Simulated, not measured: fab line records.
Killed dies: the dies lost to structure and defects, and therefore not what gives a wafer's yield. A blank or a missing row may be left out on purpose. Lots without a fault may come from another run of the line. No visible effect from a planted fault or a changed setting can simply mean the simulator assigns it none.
Struck lot and sound lot, side by side	flow rit-cmos	22 out of 202 route steps
Sound: the wafers L960.2, L960.3, L960.4. The struck wafers were L958.2, L958.4, L958.5. At the end, the cause is stated.
Per side, at each step with rows, come the tool, then ch with its chambers, and then its first start. Under that, the readings that differ: sound wafers	struck wafers	difference of the means	sigmas: that difference in standard deviations of wafers without a fault.
alike: a reading whose means differ by less than 2 such deviations, as well as words and numbers matching on both sides. not compared: withheld readings; readings where some wafer has no value; bounds like >300 that might hide an equal value; numbers whose values overlap and for which the record gives no deviation.
A row with sigmas, a row that says differs or no value, or rows on one side alone: a step with any of these is where the two part. Non-overlapping numbers with no deviation appear without sigmas and do not part them. A reading missing from all wafers of one side parts the sides only when that side holds two or more wafers.

first, 2 steps without rows for these wafers: RIT_NSD_HARDBAKE_07 (time 60 s); RIT_NSD_IMPLANT_08.
RIT_NSD_STRIP_09: strips in O2, time 180 s.
  sound on plasma-asher-02 ch 0,1, day 4 00:52; struck on plasma-asher-04 ch 0,1, day 3 13:58
  alike: drypump-motor-current-A
  not compared: rf-hours-counter-h
RIT_NSD_TW_MEAS_10:
  struck on film-metro-02, day 3 14:09; sound on film-metro-02, day 4 01:04
  alike: NSD_TW
then, 6 steps without rows for these wafers: RIT_PSD_HMDS_00 (prime time 60 s); RIT_PSD_COAT_01 (resist thk 1000 nm); RIT_PSD_SOFTBAKE_02 (time 60 s); RIT_PSD_EXPOSE_03 (exposes mask M10, target cd 40900 nm); RIT_PSD_PEB_04; RIT_PSD_DEVELOP_05 (develop time 50 s).
RIT_PSD_OVL_MEAS_06:
  struck on overlay-01, day 3 15:04; sound on overlay-01, day 4 01:58
  alike: PSD_OVL
then, 1 step without rows for these wafers: RIT_PSD_HARDBAKE_07 (time 60 s).
RIT_PSD_IMPLANT_08:
  sound on implanter-02 ch 0, day 4 02:10; struck on implanter-04 ch 0, day 3 15:16
reading	sound	struck	difference	sigmas
beam-energy-keV	26.999 27.005 27.005	21.558 21.569 21.566	-5.439	-99 or more
model.implant.rp-nm (nm)	22.02 22.02 22.02	18.27 18.27 18.27	-3.75	
model.implant.drp-nm (nm)	12.05 12.05 12.05	10.28 10.28 10.28	-1.77	
RIT_PSD_STRIP_09: strips in O2, time 180 s.
  sound on plasma-asher-01 ch 0,1, day 4 02:17; struck on plasma-asher-01 ch 0,1, day 3 15:23
  alike: drypump-motor-current-A
  not compared: rf-hours-counter-h
RIT_PSD_TW_MEAS_10:
  struck on film-metro-03, day 3 15:34; sound on film-metro-02, day 4 02:29
reading	sound	struck	difference	sigmas
PSD_TW	3433 3443 3454	3327 3323 3318	-121	-3
then, 3 steps without rows for these wafers: RIT_SDANNEAL_CLEAN_00 (cleans in SC1, time 600 s); RIT_SDANNEAL_CLEAN_01 (cleans in dHF, time 30 s); RIT_SDANNEAL_CLEAN_02 (cleans in SC2, time 600 s).
RIT_SDANNEAL_RTA_03: time 5 s.
  sound on rtp-anneal-02 ch 0, day 4 02:54; struck on rtp-anneal-02 ch 0, day 3 16:00
  alike: wafer_temp_C_max
RIT_SDANNEAL_RS_MEAS_04: measures by four-point-probe.
  struck on film-metro-03, day 3 16:04; sound on film-metro-01, day 4 02:58
reading	sound	struck	difference	sigmas
PSD_RS (ohm/sq)	115.63 115.73 115.70	129.79 129.69 129.81	+14.08	+49
RIT_SDANNEAL_RS_MEAS_05: measures by four-point-probe.
  struck on film-metro-03, day 3 16:11; sound on film-metro-01, day 4 03:05
  alike: NSD_RS
RIT_M1_PROBE_99:
  struck on prober-01, day 3 23:34; sound on prober-01, day 4 10:49
reading	sound	struck	difference	sigmas
killed_at_M0_to_M3	0 0 0	0 1 0	+0	+2
model.etest.contact-pplus.end-ohm-um	44.05 43.37 43.85	54.28 55.63 54.59	+11.08	
model.etest.diode-pplus-nwell.bv-v (V)	6.62 6.722 6.61	6.389 6.332 6.399	-0.277	
model.etest.vpnp.gain	1.038 1.052 1.04	0.8871 0.8787 0.8895	-0.1582	
model.etest.diode-pplus-nwell.cj-ff-um2	1.692 1.683 1.692	1.816 1.829 1.806	+0.128	
model.etest.diode-pplus-comb.cj-ff-um2	2.011 2.001 2	2.124 2.131 2.119	+0.121	
model.etest.pmos_0p15.junction-log10-a-um	-13.83 -13.85 -13.78	-13.6 -13.57 -13.67	+0.2	
model.etest.pmos_0p15.bv-v (V)	5.693 5.7 5.742	5.605 5.581 5.584	-0.122	
model.etest.pmos_0p3.bv-v (V)	5.694 5.699 5.742	5.605 5.581 5.583	-0.122	
  alike: killed-at-contacts, killed-at-front-end, killed-dies, killed-open, killed-short

== WHERE THEY PART ==
Last at RIT_M1_PROBE_99 as far as this record goes, first at RIT_PSD_IMPLANT_08.

WHY: whatever the simulator had introduced
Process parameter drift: implanter-04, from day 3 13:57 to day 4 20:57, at RIT_PSD_IMPLANT_08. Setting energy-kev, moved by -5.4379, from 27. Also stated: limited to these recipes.
